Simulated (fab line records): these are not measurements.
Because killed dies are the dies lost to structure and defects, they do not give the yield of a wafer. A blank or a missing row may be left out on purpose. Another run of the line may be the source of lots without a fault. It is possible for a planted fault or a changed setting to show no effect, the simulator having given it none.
Code-filled problem report in 8D (eight disciplines) form | flow rit cmos | the parts of the form that need people (team, actions taken, sign-off) are left out

## 1. PROBLEM STATEMENT
Across 6 wafers from 2 lots, FOX2_OXIDE_THK at RIT_FOX2_THK_MEAS_01 averages 404 nm, while fault-free wafers read 352 nm with a standard deviation of 7.3. Measured from the usual mean, that is +7.1 standard deviations.
Seen first at day 3 20:49 on film metro-02, wafer L739.1. The record has a number at this step for 42 wafers belonging to 14 lots. The rule behind "out" and "out of limits": a value lying over 4 standard deviations away from the usual mean. The rest of the wafers with a number are treated as sound.

## 2. WHAT IT IS, AND WHAT IT ISN'T
question                    | is                           | is not
which readings at this step | FOX2_OXIDE_THK               | -
which lots                  | L739, L741                   | L729, L730, L732, L733, L737, L740, L742, L745, L747, L749, L750, L751
which wafers of those lots  | all that have a number       | -
read on which gauges        | film metro-01, film metro-02 | film metro-04
when                        | from day 3 20:49             | up to then (15 sound wafers); but 21 sound wafers of L740, L742, L745, L747, L749, L750, L751 came after

## 3. SUSPECTS, AND WHAT RULES EACH OUT
Counting: any tool at a process step up to the reading is kept as a suspect provided that every lot that is out went through it and no sound lot did after the first of them.
- the gauge at RIT_FOX2_THK_MEAS_01 is ruled out. Those wafers that are out were read across 2 gauges (film metro-01, film metro-02).
- furnace-04 at RIT_FOX2_OXIDATION_00 (target thk 350.7 nm, ox time 1130 s): kept. Every lot that is out went through it, starting with L739 (day 3 19:29), and after that it ran no sound lot; the last sound lot it ran before then is L737 (day 3 10:34). Its own spike tc centre C, spike tc load C, spike tc source C, tube center temp C, tube_center_temp_C_max, zone power source pct readings are out on those wafers.
Left after counting: furnace-04 at RIT_FOX2_OXIDATION_00.

## 4. THE CAUSE (what the simulator had put in)
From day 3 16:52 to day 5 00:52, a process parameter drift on furnace-04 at RIT_FOX2_OXIDATION_00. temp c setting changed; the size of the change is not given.
The count eliminated every tool but this one.

## 5. THE EFFECT CHAIN, in route order
Rows list readings where the struck wafers' mean (over those with a number) sits beyond 3 standard deviations from the usual. Only readings whose record carries a usual standard deviation are examined. hours: median over the lots of the time between each lot's start at the first step of this table that gives one and its start at this step. sigmas: the change, counted in usual standard deviations.
hours | step                  | reading                | usual    | on struck wafers | change | sigmas
0     | RIT_FOX2_OXIDATION_00 | spike tc centre C      | 1101.6 C | 1134.9           | +33.3  | +22
0     | RIT_FOX2_OXIDATION_00 | spike tc load C        | 1128.8 C | 1162.8           | +34.0  | +14
0     | RIT_FOX2_OXIDATION_00 | spike tc source C      | 1123.7 C | 1157.2           | +33.5  | +11
0     | RIT_FOX2_OXIDATION_00 | tube center temp C     | 1100 C   | 1135             | +35    | +99 or more
0     | RIT_FOX2_OXIDATION_00 | tube_center_temp_C_max | 1102.9   | 1137.9           | +35.0  | +70
0     | RIT_FOX2_OXIDATION_00 | zone power source pct  | 42.5 %   | 46.3             | +3.8   | +4.5
1     | RIT_FOX2_THK_MEAS_01  | FOX2_OXIDE_THK         | 352 nm   | 404              | +52    | +7.1
3     | RIT_FOX2_THK_MEAS_90  | FIELD_OXIDE_LEFT_1_THK | 325 nm   | 377              | +52    | +7.0
15    | RIT_FOX2_THK_MEAS_91  | FIELD_OXIDE_LEFT_2_THK | 257 nm   | 309              | +52    | +6.9
Here are the process steps it includes:
- RIT_FOX2_OXIDATION_00: target thk 350.7 nm, ox time 1130 s.

## 6. WHAT WOULD HAVE CAUGHT IT SOONER
Counted from the fault's start at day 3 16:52, it took 4 hours until the first out-of-limits reading at a measuring or inspecting step in this record, taken at day 3 20:49.
At RIT_FOX2_OXIDATION_00, the tool's own readings (spike tc centre C, spike tc load C, spike tc source C, tube center temp C, tube_center_temp_C_max, zone power source pct) were out on each struck wafer the step has a row for, so an alarm limit on them would have fired on the first such wafer.
L741, from the lots that are out (2), started RIT_FOX2_OXIDATION_00 on furnace-04 later than day 3 20:49. A hold on the tool at that time would have spared it.
